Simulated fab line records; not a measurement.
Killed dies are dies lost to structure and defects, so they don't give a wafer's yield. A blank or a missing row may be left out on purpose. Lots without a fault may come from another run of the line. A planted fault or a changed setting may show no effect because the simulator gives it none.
Which tool did it? + flow ritCmos + 7 lots, 21 wafers sampled, at 2 steps of a route of 202

## WHAT THE GAUGES READ, wafer by wafer
RIT_PWELL_TW_MEAS_10.
| lot  | measured    | on           | PWELL_TW       |
|------|-------------|--------------|----------------|
| L408 | day 2 04:44 | filmMetro-01 | 959 962 957    |
| L411 | day 2 18:29 | filmMetro-03 | 962 956 971    |
| L414 | day 3 09:26 | filmMetro-01 | 966 974 968    |
| L417 | day 4 01:28 | filmMetro-04 | 954 954 957    |
| L423 | day 5 08:08 | filmMetro-01 | 2023 2021 2031 |
| L428 | day 6 09:00 | filmMetro-04 | 959 962 965    |
| L430 | day 6 19:06 | filmMetro-04 | 958 962 966    |

## TOOL THAT RAN EACH LOT (tool first, then ch and the chambers of the sampled wafers, then the start)
| lot  | RIT_NWELL_COAT_01               |
|------|---------------------------------|
| L408 | lithoTrack-02 ch 0, day 2 01:53 |
| L411 | lithoTrack-03 ch 0, day 2 15:38 |
| L414 | lithoTrack-02 ch 0, day 3 06:32 |
| L417 | lithoTrack-02 ch 0, day 3 22:26 |
| L423 | lithoTrack-04 ch 0, day 5 05:06 |
| L428 | lithoTrack-03 ch 0, day 6 05:57 |
| L430 | lithoTrack-03 ch 0, day 6 16:07 |
- RIT_NWELL_COAT_01: resist thk 1300 nm.

## THE ANSWER, worked out from the rows above alone
Rule: what is usual is taken from the lots themselves. Put in order of their means at a reading, lots are off if they are a third of the lots or fewer, leave a main group of 4 or more, and stand apart from it by a gap of 3 or more times the standard deviation of the main group's means; of several such gaps the widest counts. Not used: any main group whose means are identical at the precision the tables above print for the reading. Also off: a lot with no number at a reading for which 4 or more lots have one. The other lots that the step has rows for count as sound.
Off: L423, at RIT_PWELL_TW_MEAS_10 (PWELL_TW). The main group: mean 962, standard deviation 4.3.
A tool fits if, at a process step before that reading, it ran every lot that is off, and no sound lot after the first of them. Gauges at RIT_PWELL_TW_MEAS_10: tried the same way as those tools. Can't be told from this: 2 tools fit, lithoTrack-04 at RIT_NWELL_COAT_01, filmMetro-01 at RIT_PWELL_TW_MEAS_10.

## WHAT THE SIMULATOR HAD PUT IN
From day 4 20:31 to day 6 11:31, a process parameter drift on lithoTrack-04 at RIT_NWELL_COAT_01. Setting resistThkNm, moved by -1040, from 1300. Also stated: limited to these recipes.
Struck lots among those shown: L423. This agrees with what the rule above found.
